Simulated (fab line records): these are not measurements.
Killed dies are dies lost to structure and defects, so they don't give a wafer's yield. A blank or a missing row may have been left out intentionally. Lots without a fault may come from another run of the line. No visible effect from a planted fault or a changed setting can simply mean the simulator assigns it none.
Problem report, 8D (eight disciplines) form, completed by code / flow rit cmos / the parts of the form that need people (team, actions taken, sign-off) are left out

## 1. WHAT IS WRONG
Mean NWELL_RS at RIT_WELLDRIVE_RS_MEAS_01: 295.9 ohm/sq over 9 wafers in 3 lots; fault-free wafers: 275.8 ohm/sq, standard deviation 0.91. Measured from the usual mean, that is +22 standard deviations.
The step: measures by four-point-probe.
Earliest sighting: wafer L297.1 on film metro-03 at day 4 15:59. Wafers with a number at this step in the record: 45, from 15 lots. Rule for "out" (also "out of limits"): further than 4 standard deviations from the usual mean. All remaining wafers that have a number are taken as sound.

## 2. WHAT IT IS, AND WHAT IT ISN'T
question=which readings at this step | is=NWELL_RS | is not=-
question=which lots | is=L297, L298, L299 | is not=L285, L287, L288, L289, L290, L291, L292, L296, L300, L303, L305, L306
question=which wafers of those lots | is=all that have a number | is not=-
question=read on which gauges | is=film metro-02, film metro-03 | is not=film metro-04
question=when | is=from day 4 15:59 | is not=up to then (24 sound wafers); but 12 sound wafers of L300, L303, L305, L306 came after

## 3. THE SUSPECTS, EACH WITH WHAT RULES IT OUT
Counting: a tool at any process step up to the reading remains a suspect when it ran all the lots that are out and ran no sound lot after the first of those.
- the gauge at RIT_WELLDRIVE_RS_MEAS_01 is ruled out. 2 gauges (film metro-02, film metro-03) read the wafers that are out.
- furnace-03 at RIT_WELLDRIVE_ANNEAL_00 (time 14700 s): kept. All lots that are out passed through it, beginning with L297 at day 4 10:54, and no sound lot followed; its final sound lot before that point was L292 at day 3 10:22. On those wafers its own readings are out: spike tc centre C, spike tc source C, tube center temp C, tube_center_temp_C_max.
Remaining after the count: furnace-03 at RIT_WELLDRIVE_ANNEAL_00.

## 4. THE CAUSE (what the simulator had put in)
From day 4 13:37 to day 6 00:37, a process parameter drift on furnace-03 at RIT_WELLDRIVE_ANNEAL_00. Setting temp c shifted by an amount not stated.
After counting, this tool was the only one left.

## 5. THE EFFECT CHAIN, in route order
One row per reading whose mean, taken over the struck wafers that have a number, lies over 3 standard deviations from the usual. Readings are gone through only where the record gives a usual standard deviation; hours: the median, over the lots, of the time from a lot's start at the first step in this table giving one to that lot's start at this step; sigmas: the change measured in usual standard deviations.
hours=0; step=RIT_WELLDRIVE_ANNEAL_00; reading=spike tc centre C; usual=1102.0 C; on struck wafers=1082.1; change=-19.9; sigmas=-12
hours=0; step=RIT_WELLDRIVE_ANNEAL_00; reading=spike tc load C; usual=1127 C; on struck wafers=1113; change=-14; sigmas=-3.7
hours=0; step=RIT_WELLDRIVE_ANNEAL_00; reading=spike tc source C; usual=1122.9 C; on struck wafers=1105.7; change=-17.2; sigmas=-11
hours=0; step=RIT_WELLDRIVE_ANNEAL_00; reading=tube center temp C; usual=1100 C; on struck wafers=1082; change=-18; sigmas=-99 or more
hours=0; step=RIT_WELLDRIVE_ANNEAL_00; reading=tube_center_temp_C_max; usual=1102.8; on struck wafers=1085.0; change=-17.8; sigmas=-42
hours=5; step=RIT_WELLDRIVE_RS_MEAS_01; reading=NWELL_RS; usual=275.8 ohm/sq; on struck wafers=295.9; change=+20.1; sigmas=+22
hours=5; step=RIT_WELLDRIVE_RS_MEAS_02; reading=PWELL_RS; usual=429.5 ohm/sq; on struck wafers=449.4; change=+19.9; sigmas=+14
Its process steps:
- RIT_WELLDRIVE_ANNEAL_00: time 14700 s.
At these later measuring or inspecting steps, every struck wafer for which the step has a row has a number for every such reading, and none has moved that far: RIT_GATE_CD_MEAS_16, RIT_REOX_THK_MEAS_04.

## 6. HOW IT WOULD HAVE BEEN CAUGHT EARLIER
The first out-of-limits reading at a measuring or inspecting step in this record came at day 4 15:59, 2 hours after the fault's start at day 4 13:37.
Tool's own readings at RIT_WELLDRIVE_ANNEAL_00, spike tc centre C, spike tc source C, tube center temp C, tube_center_temp_C_max: out on all struck wafers the step has rows for; an alarm limit on them would have tripped on the first.
Among the 3 lots that are out, L298, L299 began RIT_WELLDRIVE_ANNEAL_00 on furnace-03 after day 4 15:59. A hold on the tool at that time would have spared those 2.
